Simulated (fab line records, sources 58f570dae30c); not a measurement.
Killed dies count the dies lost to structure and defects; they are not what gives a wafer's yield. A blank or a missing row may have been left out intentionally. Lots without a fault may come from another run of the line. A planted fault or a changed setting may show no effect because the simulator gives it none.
Code-filled problem report in 8D (eight disciplines) form | flow berkeley cmos170 | the parts of the form that need people (team, actions taken, sign-off) are left out

## 1. PROBLEM STATEMENT
PWELL_NITRIDE_THK at UCB170_PWELL_THK_MEAS_06 reads a mean of 140.3 nm on 3 wafers of 1 lot; wafers without a fault read 220.5 nm with a standard deviation of 2.4. That puts it -33 standard deviations away from the usual mean.
Earliest sighting: wafer L271.3 on film metro-02 at day 4 23:41. At this step, 39 wafers from 13 lots have a number in the record. Rule for "out" (also "out of limits"): further than 4 standard deviations from the usual mean. All remaining wafers that have a number are taken as sound.

## 2. WHAT IT IS; WHAT IT IS NOT
question                    | is                     | is not
which readings at this step | PWELL_NITRIDE_THK      | -
which lots                  | L271                   | L262, L263, L264, L265, L266, L267, L273, L278, L279, L283, L284, L285
which wafers of those lots  | all that have a number | -
read on which gauges        | film metro-02          | film metro-01, film metro-03
when                        | from day 4 23:41       | up to then (18 sound wafers); but 18 sound wafers of L273, L278, L279, L283, L284, L285 came after

## 3. THE SUSPECTS, EACH WITH WHAT RULES IT OUT
Counting: a tool at a process step up to the reading stays a suspect if it ran every lot that is out and no sound lot after the first of them.
- ruled out: the gauge at UCB170_PWELL_THK_MEAS_06. All the wafers that are out were read on film metro-02, but those of them that UCB170_PWELL_ETCH_14 has rows for are out there too, on other tools.
- rie diel-04 at UCB170_ZERO_ETCH_06 (etches SiO2 in CHF3/CF4/Ar, time 12 s): kept. It ran the lot that is out, L271 (day 3 16:00), and no sound lot after that; its last sound lot up to then is L266 (day 2 19:49).
- lpcvd-01 at UCB170_PWELL_CVD_05 (deposits Si3N4 from SiH2Cl2/NH3, target thk 220 nm, time 3300 s): kept. It ran the lot that is out, L271 (day 4 21:41), and no sound lot after that; its last sound lot up to then is L266 (day 4 03:45).
The count leaves lpcvd-01 at UCB170_PWELL_CVD_05 and rie diel-04 at UCB170_ZERO_ETCH_06.

## 4. THE CAUSE (what the simulator had put in)
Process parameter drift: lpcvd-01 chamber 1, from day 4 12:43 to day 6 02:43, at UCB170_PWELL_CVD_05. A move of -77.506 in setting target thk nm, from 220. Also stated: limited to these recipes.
Of the 2 suspects that counting leaves, this tool is one.

## 5. THE EFFECT CHAIN, in route order
Each row: a reading whose mean over the struck wafers that have a number lies more than 3 standard deviations from the usual. Only readings for which the record gives a usual standard deviation are gone through. hours: the time from each lot's start at the first step in this table that gives one to its start at this step, as a median over the lots. sigmas: the change in usual standard deviations.
hours | step                     | reading           | usual      | on struck wafers | change | sigmas
0     | UCB170_PWELL_THK_MEAS_06 | PWELL_NITRIDE_THK | 220.5 nm   | 140.3            | -80.2  | -33
2     | UCB170_PWELL_ETCH_14     | oes product au    | 0.939 a.u. | 0.738            | -0.201 | -13
Process steps it contains:
- UCB170_PWELL_ETCH_14: etches Si3N4 in CH3F/Ar/O2, stops on SiO2, target depth 242 nm, time 151 s.
Later steps that measure or inspect, where all struck wafers having a row at the step show a number for every such reading and not one has moved that far: UCB170_ACTIVE_CD_MEAS_90, UCB170_PFIELD_OVL_MEAS_06.

## 6. HOW IT WOULD HAVE BEEN CAUGHT EARLIER
In this record the first reading out of limits at a measuring or inspecting step was taken at day 4 23:41, 11 hours after the fault began at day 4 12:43.
Each of the lots that are out, 1 in all, had begun UCB170_PWELL_CVD_05 on lpcvd-01 no later than day 4 23:41. A hold on the tool at that time would have spared none of them.
